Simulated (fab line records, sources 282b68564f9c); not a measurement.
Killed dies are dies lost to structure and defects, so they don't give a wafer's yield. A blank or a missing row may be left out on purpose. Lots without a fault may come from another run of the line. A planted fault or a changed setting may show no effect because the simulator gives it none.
One fault seen from 2 desks | flow rit_cmos | each desk has only its own numbers; what lay behind them comes last

THE METROLOGY DESK
What the gauges read, lot by lot, whatever tool the lot ran on: means of the sampled wafers that have a number. A lot is out of limits, marked OUT, if its mean lies more than 4 standard deviations from the usual mean; the brackets give that distance.
Columns: A = cd_nm at RIT_M1_CD_MEAS_90, usual 2600.1 nm
lot  | first seen here | A
L889 | day 4 08:14     | 2600.6
L890 | day 4 11:55     | 2601.7
L891 | day 4 12:04     | 2597.5
L893 | day 5 03:14     | 2602.7
L894 | day 5 04:11     | 2598.9
L896 | day 5 15:41     | 2604.0
L897 | day 5 18:42     | 2599.7
L901 | day 6 22:40     | 2598.9
L902 | day 7 01:12     | 2597.9
L904 | day 7 09:54     | 2593.0
L905 | day 7 13:06     | 2600.0
L907 | day 7 21:54     | 2591.5
L908 | day 8 00:59     | 2599.2
L909 | day 8 06:02     | 2602.0
This desk's finding: nothing out of limits on any of the 14 lots.

THE TOOL OWNER'S DESK: rie_metal-01
The tool's own readings at RIT_M1_METAL_ETCH_12 (etches Al in Cl2/BCl3, stops on SiO2, time 165 s, target depth 600 nm): means of the sampled wafers that have a number, for each lot that ran on this tool. A lot is out of limits, marked OUT, if its mean lies more than 4 standard deviations from the usual mean; the brackets give that distance.
Columns: A = drypump_motor_current_A at RIT_M1_METAL_ETCH_12, usual 5.71 A; B = oes_product_au at RIT_M1_METAL_ETCH_12, usual 0.778 a.u.; C = throttle_valve_pct at RIT_M1_METAL_ETCH_12, usual 8.27 %
lot  | first seen here | A    | B                | C
L891 | day 4 11:33     | 5.74 | 0.767            | 8.16
L894 | day 5 03:41     | 5.72 | 0.771            | 8.22
L897 | day 5 18:11     | 5.75 | 0.770            | 8.15
L902 | day 7 00:41     | 5.69 | 0.787            | 8.30
L904 | day 7 09:21     | 5.78 | 0.696 (-7.5) OUT | 8.17
L907 | day 7 21:21     | 5.76 | 0.698 (-7.3) OUT | 8.16
This desk's finding: out of limits on L904, L907; first on L904, day 7 09:21 (oes_product_au at RIT_M1_METAL_ETCH_12). In limits: L891, L894, L897, L902.

PUT TOGETHER
The tool owner's desk could have raised an alarm at day 7 09:21, on L904, L907.
The metrology desk saw nothing out of limits.
The metrology desk has L904, L907 on record, within its limits.
Of the lots named, all ran RIT_M1_METAL_ETCH_12 on rie_metal-01.

WHAT THE SIMULATOR HAD PUT IN
Process parameter drift: rie_metal-01, from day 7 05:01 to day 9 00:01, at RIT_M1_METAL_ETCH_12. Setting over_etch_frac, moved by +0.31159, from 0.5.
Lots struck among those shown: L904, L907.
Hours from the fault's start to each desk's first reading out of limits: the tool owner's desk, 4.
